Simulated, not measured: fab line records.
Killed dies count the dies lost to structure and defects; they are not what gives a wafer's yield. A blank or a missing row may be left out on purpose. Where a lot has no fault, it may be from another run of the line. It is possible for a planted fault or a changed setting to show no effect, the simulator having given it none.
fab line records	flow berkeley_cmos170
record: lots: 7	wafers: 21	last_day: 12
route steps=331 shown M3@309
lots untouched by any fault: they come from a run of this same line in which no faults occurred
start_h: hours from the record's first day to the start of the lot's first wafer shown	wait_h: how many hours have passed since the lot's step before this one	" identical to the entry in the row above	L1.1+2: a row that stands for several wafers	- no value, or no start given	* or withheld: withheld	< > ~ a bound
route shown NAME@n: names a module that has steps shown in the file, with the first one's number in the route	usual: average and standard deviation across the fault-free wafers	same: alike in all rows	chamber/n: place in a boat	sites: per-site readings	_std_site: their standard deviation	_edge_site: outer sites' mean less inner sites'	radius_mm: how far each site lies from the wafer's centre	mask NAME#n: copy n	behind: the last tool/chamber to shape the wafer	hold: why the lot was held/for how many hours/how that ended	device: which transistor (n, p or np) failed to switch	end of line: tests run on the same wafers once the route is complete	for a step that has no rows: nothing shown but its recipe	killed: the dies lost at the first sort to structure and to defects; this is not the yield of the wafer	map: a wafer's dies, x killed, . not, _ none there
set.NAME: setting as actually run; set.NAME@STEP: the setting as run at that earlier step	model.NAME: the simulator's own value behind a step, which no gauge read
lots at some steps of the route; a table a step, a row a wafer
services: the hour from which a tool's chamber was out of use, counted from the record's first day as start_h (under 0 if before that day), plus the number of hours and why
== steps ==
step: UCB170_M3_PRE_CLEAN_00
recipe: gas: Ar	preclean_etch_time_s: 60
step: UCB170_M3_SPUTTER_01
recipe: material: Al	target_thk_nm: 900	time_s: 120	power_w: 6000	chamber_pressure_pa: 0.5
usual: chamber_pressure_pa: 0.5000/0.00095	throttle_valve_pct: 29.4/0.98
lot.wafer	tool	chamber	start_h	wait_h	chamber_pressure_pa	throttle_valve_pct
L914.1	pvd_sputter-02	-	196.76	0.0	0.5004	30.4
L914.3	"	-	"	"	0.5001	28.9
L914.4	"	-	"	"	0.4997	30.7
L916.2	pvd_sputter-03	-	214.66	0.0	0.5018	28.8
L916.3	"	-	"	"	0.5001	29.3
L916.4	"	-	"	"	0.4996	29.2
L923.1	pvd_sputter-01	-	246.41	0.0	0.5004	28.9
L923.4	"	-	"	"	0.5012	31.4
L923.6	"	-	"	"	0.4991	31.4
L924.1	pvd_sputter-02	-	248.87	0.0	0.4995	30.5
L924.2	"	-	"	"	0.5005	28.6
L924.6	"	-	"	"	0.5006	30.8
L925.2	pvd_sputter-03	-	249.64	0.0	0.4993	29.7
L925.4	"	-	"	"	0.4998	28.7
L925.5	"	-	"	"	0.4980	28.5
L927.1	pvd_sputter-02	-	277.59	0.0	0.5024	30.5
L927.4	"	-	"	"	0.4999	30.5
L927.6	"	-	"	"	0.5004	28.8
L932.1	pvd_sputter-01	-	294.44	0.0	0.4999	28.7
L932.2	"	-	"	"	0.5009	28.7
L932.6	"	-	"	"	0.4999	29.0
step: UCB170_M3_RS_MEAS_02
recipe: thk_meas_gauge: four-point-probe	reads: Al_of_M3_SPUTTER_01
usual: M3_AL_RS: 0.0321/0.00036
lot.wafer	tool	chamber	start_h	wait_h	M3_AL_RS[ohm/sq]
L914.1	film_metro-02	-	196.84	0.0	0.0318
L914.3	"	-	"	"	0.0321
L914.4	"	-	"	"	0.0320
L916.2	film_metro-04	-	214.76	0.1	0.0322
L916.3	"	-	"	"	0.0321
L916.4	"	-	"	"	0.0323
L923.1	film_metro-03	-	246.49	0.0	0.0323
L923.4	"	-	"	"	0.0325
L923.6	"	-	"	"	0.0324
L924.1	film_metro-03	-	248.95	0.0	0.0321
L924.2	"	-	"	"	0.0324
L924.6	"	-	"	"	0.0322
L925.2	film_metro-02	-	249.74	0.1	0.0322
L925.4	"	-	"	"	0.0325
L925.5	"	-	"	"	0.0319
L927.1	film_metro-04	-	277.68	0.0	0.0329
L927.4	"	-	"	"	0.0325
L927.6	"	-	"	"	0.0329
L932.1	film_metro-04	-	294.53	0.0	0.0321
L932.2	"	-	"	"	0.0321
L932.6	"	-	"	"	0.0321
step: UCB170_M3_THK_MEAS_03
recipe: thk_meas_gauge: xrf	reads: Al_of_M3_SPUTTER_01
usual: M3_AL_THK: 888/12
lot.wafer	tool	chamber	start_h	wait_h	M3_AL_THK[nm]
L914.1	film_metro-02	-	196.96	0.1	901
L914.3	"	-	"	"	890
L914.4	"	-	"	"	898
L916.2	film_metro-04	-	214.87	0.1	877
L916.3	"	-	"	"	886
L916.4	"	-	"	"	882
L923.1	film_metro-03	-	246.61	0.1	884
L923.4	"	-	"	"	879
L923.6	"	-	"	"	880
L924.1	film_metro-03	-	249.07	0.1	885
L924.2	"	-	"	"	882
L924.6	"	-	"	"	881
L925.2	film_metro-02	-	249.85	0.1	895
L925.4	"	-	"	"	884
L925.5	"	-	"	"	904
L927.1	film_metro-04	-	277.80	0.1	859
L927.4	"	-	"	"	873
L927.6	"	-	"	"	862
L932.1	film_metro-04	-	294.65	0.1	882
L932.2	"	-	"	"	882
L932.6	"	-	"	"	881
step: UCB170_M3_HMDS_04
recipe: prime_time_s: 60	prime_temp_c: 100
step: UCB170_M3_COAT_05
recipe: resist: KrF	spin_rpm: 1500	resist_thk_nm: 900
step: UCB170_M3_SOFTBAKE_06
recipe: resist: KrF	temp_c: 130	time_s: 60
step: UCB170_M3_STRIP_07
recipe: chemistry: O2	power_w: 400	pressure_mtorr: 3500	platen_temp_c: withheld	o2_flow_sccm: 400	overash_fraction: 0.5
usual: drypump_motor_current_A: 5.6/0.56	o2_flow_sccm: 400.0/1.3	oes_product_au: 0.734/0.0044	strip_time_to_endpoint_s: 21.99/0.075
lot.wafer	tool	chamber	start_h	wait_h	drypump_motor_current_A	o2_flow_sccm	oes_product_au	rf_hours_counter_h	strip_time_to_endpoint_s
L914.1	plasma_asher-03	0	197.83	0.1	5.7	400.5	0.733	10	21.85
L914.3	"	1	"	"	6.5	396.8	0.731	-	21.92
L914.4	"	0	"	"	5.6	399.8	0.732	-	21.90
L916.2	plasma_asher-04	1	215.93	0.1	4.8	401.6	0.733	48	22.11
L916.3	"	1	"	"	4.8	401.9	0.734	-	22.11
L916.4	"	0	"	"	6.0	400.3	0.732	-	22.07
L923.1	plasma_asher-01	1	247.12	0.1	5.7	398.5	0.732	54	21.92
L923.4	"	0	"	"	5.1	399.3	0.732	-	21.93
L923.6	"	1	"	"	5.7	399.4	0.730	-	21.86
L924.1	plasma_asher-04	0	249.58	0.1	6.0	401.2	0.734	53	22.10
L924.2	"	1	"	"	4.8	399.1	0.738	53	22.11
L924.6	"	1	"	"	4.8	401.1	0.732	-	21.99
L925.2	plasma_asher-01	1	250.35	0.1	5.7	400.5	0.740	54	22.13
L925.4	"	0	"	"	5.1	400.3	0.732	-	22.05
L925.5	"	0	"	"	5.1	401.3	0.741	-	22.08
L927.1	plasma_asher-04	1	278.47	0.1	4.8	399.6	0.734	56	21.93
L927.4	"	0	"	"	6.0	401.5	0.733	-	21.98
L927.6	"	1	"	"	4.8	399.6	0.728	-	21.94
L932.1	plasma_asher-01	1	295.16	0.1	5.7	399.2	0.734	60	22.11
L932.2	"	0	"	"	5.1	398.6	0.734	60	22.12
L932.6	"	0	"	"	5.1	399.8	0.744	-	22.12
step: UCB170_M3_STRIP_08
recipe: chemistry: DMSO	temp_c: 80	time_s: 600	material: KrF
step: UCB170_M3_COAT_09
recipe: resist: BARC	temp_c: withheld	time_s: withheld	spin_rpm: 3000	resist_thk_nm: withheld
step: UCB170_M3_COAT_10
recipe: resist: KrF	spin_rpm: 1500	resist_thk_nm: 900
step: UCB170_M3_SOFTBAKE_11
recipe: resist: KrF	temp_c: 130	time_s: 60
step: UCB170_M3_EXPOSE_12
recipe: mask_id: METAL3	target_cd_nm: 700	na: 0.5	sigma_outer: 0.6	source_shape: conventional	dose_mj: 26
lot.wafer	tool	chamber	start_h	wait_h	mask	model.M3.overlay_x_nm
L914.1+3+4	krf_scanner-01	0	198.69	-	METAL3#0	0.8453
L916.2+3+4	krf_scanner-02	0	217.20	-	METAL3#0	2.272
L923.1+4+6	krf_scanner-01	0	248.39	-	METAL3#0	71
L924.1+2+6	krf_scanner-01	0	251.70	-	METAL3#0	65.86
L925.2+4+5	krf_scanner-01	0	251.89	-	METAL3#0	71.62
L927.1+4+6	krf_scanner-02	0	279.37	-	METAL3#0	6.171
L932.1+2+6	krf_scanner-02	0	296.54	-	METAL3#0	-1.077
step: UCB170_M3_PEB_13
recipe: peb_temp_c: 130	peb_time_s: withheld	resist: KrF
step: UCB170_M3_DEVELOP_14
recipe: developer: TMAH	develop_time_s: 45	resist: KrF	dev_temp_c: 21
step: UCB170_M3_CD_MEAS_15
recipe: target_cd_nm: 700
usual: cd_nm: 699.9/1.6
lot.wafer	tool	chamber	start_h	wait_h	cd_nm
L914.1	cd_sem-02	-	199.41	-	699.7
L914.3	"	-	"	"	699.3
L914.4	"	-	"	"	699.8
L916.2	cd_sem-02	-	217.62	-	702.1
L916.3	"	-	"	"	701.6
L916.4	"	-	"	"	700.9
L923.1	cd_sem-02	-	248.94	-	697.2
L923.4	"	-	"	"	698.9
L923.6	"	-	"	"	699.3
L924.1	cd_sem-01	-	252.49	-	699.5
L924.2	"	-	"	"	699.9
L924.6	"	-	"	"	698.6
L925.2	cd_sem-02	-	252.56	-	704.6
L925.4	"	-	"	"	703.9
L925.5	"	-	"	"	703.6
L927.1	cd_sem-01	-	279.76	-	701.5
L927.4	"	-	"	"	700.8
L927.6	"	-	"	"	701.9
L932.1	cd_sem-02	-	297.49	-	698.3
L932.2	"	-	"	"	699.8
L932.6	"	-	"	"	697.1
step: UCB170_M3_OVL_MEAS_16
usual: M3_OVL: 4/6.1
lot.wafer	tool	chamber	start_h	wait_h	M3_OVL[nm]
L914.1	overlay-02	-	199.53	0.1	8
L914.3	"	-	"	"	7
L914.4	"	-	"	"	9
L916.2	overlay-02	-	217.73	0.1	3
L916.3	"	-	"	"	4
L916.4	"	-	"	"	1
L923.1	overlay-02	-	249.06	0.1	74
L923.4	"	-	"	"	64
L923.6	"	-	"	"	71
L924.1	overlay-01	-	252.61	0.1	69
L924.2	"	-	"	"	76
L924.6	"	-	"	"	74
L925.2	overlay-02	-	252.67	0.1	81
L925.4	"	-	"	"	76
L925.5	"	-	"	"	71
L927.1	overlay-02	-	279.88	0.1	5
L927.4	"	-	"	"	2
L927.6	"	-	"	"	-1
L932.1	overlay-02	-	297.61	0.1	-1
L932.2	"	-	"	"	5
L932.6	"	-	"	"	-6
step: UCB170_M3_ETCH_17
recipe: chemistry: N2/H2	target_depth_a: withheld	overetch_a: withheld	target: BARC	time_s: withheld	source_w: 500	bias_w: 100	pressure_mtorr: 30	n2_flow_sccm: 100	h2_flow_sccm: 200
usual: drypump_motor_current_A: 5.8/0.31	oes_product_au: 0.995/0.011	throttle_valve_pct: 13.26/0.14
lot.wafer	tool	chamber	start_h	wait_h	drypump_motor_current_A	oes_product_au	throttle_valve_pct
L914.1	rie_diel-02	0	199.57	0.0	5.6	0.998	13.35
L914.3	"	3	"	"	5.9	0.987	13.11
L914.4	"	1	"	"	5.6	0.989	13.33
L916.2	rie_diel-01	3	217.76	0.0	6.2	1.006	13.31
L916.3	"	0	"	"	6.2	0.999	13.12
L916.4	"	1	"	"	5.2	0.988	13.16
L923.1	rie_diel-03	1	249.09	0.0	5.7	0.989	13.45
L923.4	"	3	"	"	5.8	0.988	13.28
L923.6	"	1	"	"	5.7	0.998	13.45
L924.1	rie_diel-02	0	252.64	0.0	5.6	0.997	13.32
L924.2	"	2	"	"	5.5	0.983	13.19
L924.6	"	2	"	"	5.4	0.988	13.19
L925.2	rie_diel-03	1	252.70	0.0	5.7	1.001	13.44
L925.4	"	3	"	"	5.7	0.977	13.27
L925.5	"	1	"	"	5.7	1.002	13.45
L927.1	rie_diel-01	1	279.92	0.0	5.2	0.996	13.16
L927.4	"	3	"	"	6.3	1.016	13.31
L927.6	"	1	"	"	5.2	0.997	13.17
L932.1	rie_diel-03	0	297.64	0.0	6.2	0.998	13.01
L932.2	"	2	"	"	5.7	0.993	13.30
L932.6	"	2	"	"	5.7	0.998	13.30
step: UCB170_M3_PROBE_99
lot.wafer	tool	chamber	start_h	wait_h	model.etest.pldd.line_ohm_um	model.etest.nldd.line_ohm_um	model.etest.nldd.width_nm	model.etest.pldd.width_nm	model.etest.pplus_sal.width_nm	model.etest.nplus_sal.width_nm	model.etest.nmos_narrow.drive_ua_um	model.etest.pmos_narrow.drive_ua_um
L914.1	prober-02	-	200.14	0.1	1813	1278	602.4	602.2	686	687	363.5	145
L914.3	prober-02	-	200.24	0.2	1843	1286	605.9	603	703.8	702.9	365.4	144.9
L914.4	prober-02	-	200.29	0.2	1852	1298	594	595.9	682.8	680	361.7	146
L916.2	prober-01	-	218.38	0.1	1831	1262	611	605.6	711.7	710.9	363.6	147.2
L916.3	prober-01	-	218.43	0.2	1839	1275	600.7	598.7	701.6	700.3	356.1	142.6
L916.4	prober-01	-	218.48	0.2	1845	1269	604.8	605.1	696.4	697.7	364.7	144.8
L923.1	prober-01	-	249.66	0.1	1466	1027	758.5	752.3	837.1	833.9	434.4	174.1
L923.4	prober-01	-	249.81	0.2	1492	1029	759.8	761.6	820	817	433.4	174.9
L923.6	prober-01	-	249.91	0.2	1447	996.3	768.9	767.8	827.9	831.4	433.3	175.6
L925.2	prober-02	-	253.32	0.1	1401	989.1	775.7	775.2	841	844.1	443.7	179.8
L925.4	prober-02	-	253.42	0.2	1428	983.3	764.3	765.7	836.1	832.8	445.2	178.9
L925.5	prober-02	-	253.47	0.2	1415	1011	769.3	768.7	835.1	830.1	437.4	175.6
L924.1	prober-01	-	253.40	0.1	1475	1022	750.4	750.1	817.8	820.7	416.7	170.5
L924.2	prober-01	-	253.45	0.1	1428	1009	760	761.7	831.1	833.5	436	173.1
L924.6	prober-01	-	253.65	0.2	1449	1008	750.5	750.9	814.5	819.3	426	169.3
L927.1	prober-02	-	280.55	0.1	1814	1276	605	603.5	716.4	720.1	362.4	144.6
L927.4	prober-02	-	280.70	0.2	1855	1307	594.1	591.1	695.1	697.7	351.2	139.8
L927.6	prober-02	-	280.80	0.2	1847	1304	596	599.4	692.2	691	364	144.9
L932.1	prober-02	-	298.21	0.1	1928	1351	574.9	579.3	695.9	693.8	360.5	142
L932.2	prober-02	-	298.26	0.1	1926	1365	579.1	576.5	698.2	697.7	360.1	140.6
L932.6	prober-02	-	298.46	0.2	1933	1331	578.7	578.6	689.7	691.4	347.1	137
killed by level:class
L914.1 SILICIDE:geometric_particle:open=2 M3:geometric_particle:open=1
L914.3 WELLDRIVE:geometric_particle:short=2 SACOX:geometric_particle:short=2 GATE:geometric_particle:short=1 V1:geometric_particle:open=1 M2:geometric_particle:open=1 M3:geometric_particle:open=1
L914.4 SPACER:geometric_particle:short=1 M1:geometric_particle:short=1
L916.2 SILICIDE:geometric_particle:open=1
L916.3 START:geometric_particle:short=1 START:geometric_particle:open=1 SCREENOX:geometric_particle:open=1 SPACER:geometric_particle:short=1 V2:geometric_particle:short=1
L916.4 ACTIVE:geometric_particle:short=1 SPACER:geometric_particle:short=1 SILICIDE:geometric_particle:open=1 PSD:coat_microbubble_printed=1
L923.1 SACOX:geometric_particle:open=1 GATE:geometric_particle:open=1
L923.4 WELLDRIVE:geometric_particle:short=1 GATE:geometric_particle:short=1 SILICIDE:geometric_particle:short=1
L923.6 SPACER:geometric_particle:open=1 M1:geometric_particle:open=1 M2:geometric_particle:short=1
L925.2 SACOX:geometric_particle:short=1
L925.4 GATE:geometric_particle:short=2 WELLDRIVE:geometric_particle:open=1 GATE:geometric_particle:open=1 M1:geometric_particle:short=1 M2:geometric_particle:short=1
L925.5 V2:geometric_particle:open=2 GATE:geometric_particle:open=1
L927.1 GATE:geometric_particle:open=1 M1:geometric_particle:short=1
L927.4 START:geometric_particle:short=1 WELLDRIVE:geometric_particle:short=1 GATE:geometric_particle:short=1 V1:geometric_particle:open=1
L927.6 SILICIDE:geometric_particle:open=1 M2:geometric_particle:short=1
L932.1 GATE:geometric_particle:open=4 SPACER:geometric_particle:short=2 M1:geometric_particle:open=1 V1:geometric_particle:open=1 M3:geometric_particle:short=1
L932.2 WELLDRIVE:geometric_particle:short=1 FIELD:geometric_particle:open=1 SACOX:geometric_particle:open=1 M3:geometric_particle:short=1
L932.6 GATE:geometric_particle:open=2 GATE:geometric_particle:short=2
== services ==
tool	chamber	start_h	hours	kind
rie_diel-03	1	177.26	12.4	repair
krf_scanner-01	-	179.38	1.3	pm
krf_scanner-01	0	184.94	-	calibration
rie_diel-01	3	199.35	16.5	repair
rie_diel-02	1	207.43	-	clean
rie_diel-02	1	207.43	16.0	scheduled_down
rie_diel-02	1	207.43	16.0	vent_cycle
krf_scanner-02	-	209.98	2.9	repair
rie_diel-01	1	223.39	7.0	repair
krf_scanner-01	-	227.44	4.0	pm
plasma_asher-03	-	235.32	26.4	repair
rie_diel-03	0	246.02	10.9	repair
krf_scanner-02	-	246.64	1.0	pm
plasma_asher-03	-	247.74	12.3	repair
krf_scanner-02	-	250.82	5.5	pm
rie_diel-03	1	263.85	4.6	repair
rie_diel-01	2	264.73	4.3	repair
krf_scanner-01	-	268.63	1.0	pm
krf_scanner-01	-	277.10	2.6	repair
krf_scanner-02	0	291.19	-	calibration
== key ==
first_sign: step: UCB170_M3_OVL_MEAS_16	reading: M3_OVL	direction: up	sigmas: 11	usual: 4	struck: 73
effect none on later readings
model_effect: step: UCB170_M3_EXPOSE_12	value: M3.overlay_x_nm	without: -0.6045	struck: 69.49
model_effect: step: UCB170_M3_PROBE_99	value: etest.pldd.line_ohm_um	without: 1819	struck: 1445
met_at UCB170_M3_EXPOSE_12
struck_wafers L923.1,L923.4,L923.6,L924.1,L924.2,L924.6,L925.2,L925.4,L925.5
sort_left_out L924.1,L924.2,L924.6
tester_left_out L923,L924,L925
onset_between 198.69 248.39
earlier_fault: kind: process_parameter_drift	tool: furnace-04	chamber: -	onset_h: 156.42	steps: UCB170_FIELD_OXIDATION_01	channel: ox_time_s	offset: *	shape: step	end_h: 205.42	acts_in: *	stated: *
earlier_fault: kind: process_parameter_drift	tool: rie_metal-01	chamber: 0	onset_h: 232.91	steps: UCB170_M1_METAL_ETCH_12	channel: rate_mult	offset: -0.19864	shape: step
fault: kind: scanner_matching_overlay	tool: krf_scanner-01	chamber: -	onset_h: 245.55	steps: UCB170_M3_EXPOSE_12	offset: 70.097
tester_left_out: of these lots the tester's yield and bins aren't shown, on N5 and GAA mostly nor the transistor test; their killed dies are dies lost to structure and defects alone, not to doping, threshold or leakage, so they don't give the yield
sort_left_out: the simulated sort isn't trusted on such a fault, so these wafers' sort isn't shown, and their yield isn't known
